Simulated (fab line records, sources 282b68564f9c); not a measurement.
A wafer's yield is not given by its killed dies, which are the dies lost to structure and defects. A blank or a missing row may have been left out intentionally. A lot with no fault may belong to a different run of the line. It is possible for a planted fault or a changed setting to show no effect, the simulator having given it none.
Tool commonality check / flow rit cmos / Sample size 14 lots and 42 wafers

== REASON FOR OPENING ==
2 of 14 lots carry a flag on the reading PLDD_TW at RIT_PLDD_TW_MEAS_10. Fault-free wafers read 2342, with a standard deviation of 14.
Rule: a lot is flagged in two cases, either no wafer of it has a number, or all its wafers with numbers fall more than 4 standard deviations from that mean. The rest of the lots are taken to be sound.

lot=L297; measured=day 2 23:55; on=film metro-02; PLDD_TW, wafer by wafer=2330 2316 2326; flag=
lot=L299; measured=day 3 07:07; on=film metro-04; PLDD_TW, wafer by wafer=2368 2360 2369; flag=
lot=L300; measured=day 3 10:57; on=film metro-03; PLDD_TW, wafer by wafer=2355 2349 2339; flag=
lot=L301; measured=day 3 16:26; on=film metro-02; PLDD_TW, wafer by wafer=2315 2344 2343; flag=
lot=L302; measured=day 3 22:28; on=film metro-04; PLDD_TW, wafer by wafer=2368 2364 2360; flag=
lot=L309; measured=day 5 11:33; on=film metro-02; PLDD_TW, wafer by wafer=30 30 30; flag=FLAGGED
lot=L310; measured=day 5 19:17; on=film metro-03; PLDD_TW, wafer by wafer=30 30 30; flag=FLAGGED
lot=L311; measured=day 6 00:38; on=film metro-03; PLDD_TW, wafer by wafer=2333 2349 2335; flag=
lot=L312; measured=day 6 00:52; on=film metro-04; PLDD_TW, wafer by wafer=2340 2348 2356; flag=
lot=L314; measured=day 6 15:55; on=film metro-02; PLDD_TW, wafer by wafer=2331 2341 2340; flag=
lot=L316; measured=day 6 21:10; on=film metro-04; PLDD_TW, wafer by wafer=2349 2344 2348; flag=
lot=L317; measured=day 7 04:46; on=film metro-04; PLDD_TW, wafer by wafer=2360 2349 2364; flag=
lot=L318; measured=day 7 16:29; on=film metro-02; PLDD_TW, wafer by wafer=2321 2318 2323; flag=
lot=L319; measured=day 7 19:17; on=film metro-04; PLDD_TW, wafer by wafer=2371 2360 2354; flag=
Flagged lots average 30: -2312 relative to the usual, that is -99 or more standard deviations.

== WHICH TOOL EACH LOT WENT THROUGH ==
The record keeps 1 process step preceding the reading, out of 202 steps on the route. Cell contents, in order: the tool; ch with the chambers the sampled wafers went through; the start.
lot=L297; flag=; RIT_PLDD_DEVELOP_05=litho track-04 ch 0, day 2 23:00
lot=L299; flag=; RIT_PLDD_DEVELOP_05=litho track-01 ch 0, day 3 06:00
lot=L300; flag=; RIT_PLDD_DEVELOP_05=litho track-04 ch 0, day 3 10:00
lot=L301; flag=; RIT_PLDD_DEVELOP_05=litho track-02 ch 0, day 3 15:00
lot=L302; flag=; RIT_PLDD_DEVELOP_05=litho track-01 ch 0, day 3 21:00
lot=L309; flag=FLAGGED; RIT_PLDD_DEVELOP_05=litho track-01 ch 0, day 5 10:00
lot=L310; flag=FLAGGED; RIT_PLDD_DEVELOP_05=litho track-01 ch 0, day 5 18:00
lot=L311; flag=; RIT_PLDD_DEVELOP_05=litho track-02 ch 0, day 6 00:00
lot=L312; flag=; RIT_PLDD_DEVELOP_05=litho track-04 ch 0, day 6 00:00
lot=L314; flag=; RIT_PLDD_DEVELOP_05=litho track-04 ch 0, day 6 15:00
lot=L316; flag=; RIT_PLDD_DEVELOP_05=litho track-04 ch 0, day 6 20:00
lot=L317; flag=; RIT_PLDD_DEVELOP_05=litho track-02 ch 0, day 7 04:00
lot=L318; flag=; RIT_PLDD_DEVELOP_05=litho track-02 ch 0, day 7 15:00
lot=L319; flag=; RIT_PLDD_DEVELOP_05=litho track-04 ch 0, day 7 18:00
What these steps do:
- RIT_PLDD_DEVELOP_05: develop time 50 s.
- RIT_PLDD_TW_MEAS_10

== FLAGGED OVER TOTAL, TOOL BY TOOL (the gauges that took the reading come last) ==
step=RIT_PLDD_DEVELOP_05; tool=litho track-01; lots run=4; flagged=2; share of the flagged lots=all; sound lots run after its first flagged lot=0
step=RIT_PLDD_DEVELOP_05; tool=litho track-02; lots run=4; flagged=0; share of the flagged lots=none; sound lots run after its first flagged lot=-
step=RIT_PLDD_DEVELOP_05; tool=litho track-04; lots run=6; flagged=0; share of the flagged lots=none; sound lots run after its first flagged lot=-
step=RIT_PLDD_TW_MEAS_10; tool=film metro-02; lots run=5; flagged=1; share of the flagged lots=some; sound lots run after its first flagged lot=2 (L314,L318)
step=RIT_PLDD_TW_MEAS_10; tool=film metro-03; lots run=3; flagged=1; share of the flagged lots=some; sound lots run after its first flagged lot=1 (L311)
step=RIT_PLDD_TW_MEAS_10; tool=film metro-04; lots run=6; flagged=0; share of the flagged lots=none; sound lots run after its first flagged lot=-

== WHAT THE TABLE ALLOWS ==
1 row of the table ran every flagged lot: litho track-01 at RIT_PLDD_DEVELOP_05.
- litho track-01 at RIT_PLDD_DEVELOP_05: 2 of its 4 lots flagged. Its last sound lot is L302 (day 3 21:00), its first flagged lot L309 (day 5 10:00): a fault that began between those two fits.
Just one tool remains: litho track-01 at RIT_PLDD_DEVELOP_05.

== WHAT THE SIMULATOR PUT IN ==
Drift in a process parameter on litho track-01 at RIT_PLDD_DEVELOP_05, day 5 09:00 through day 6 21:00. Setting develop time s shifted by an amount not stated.
Struck lots among those shown: L309, L310. The rule above reached the same finding.
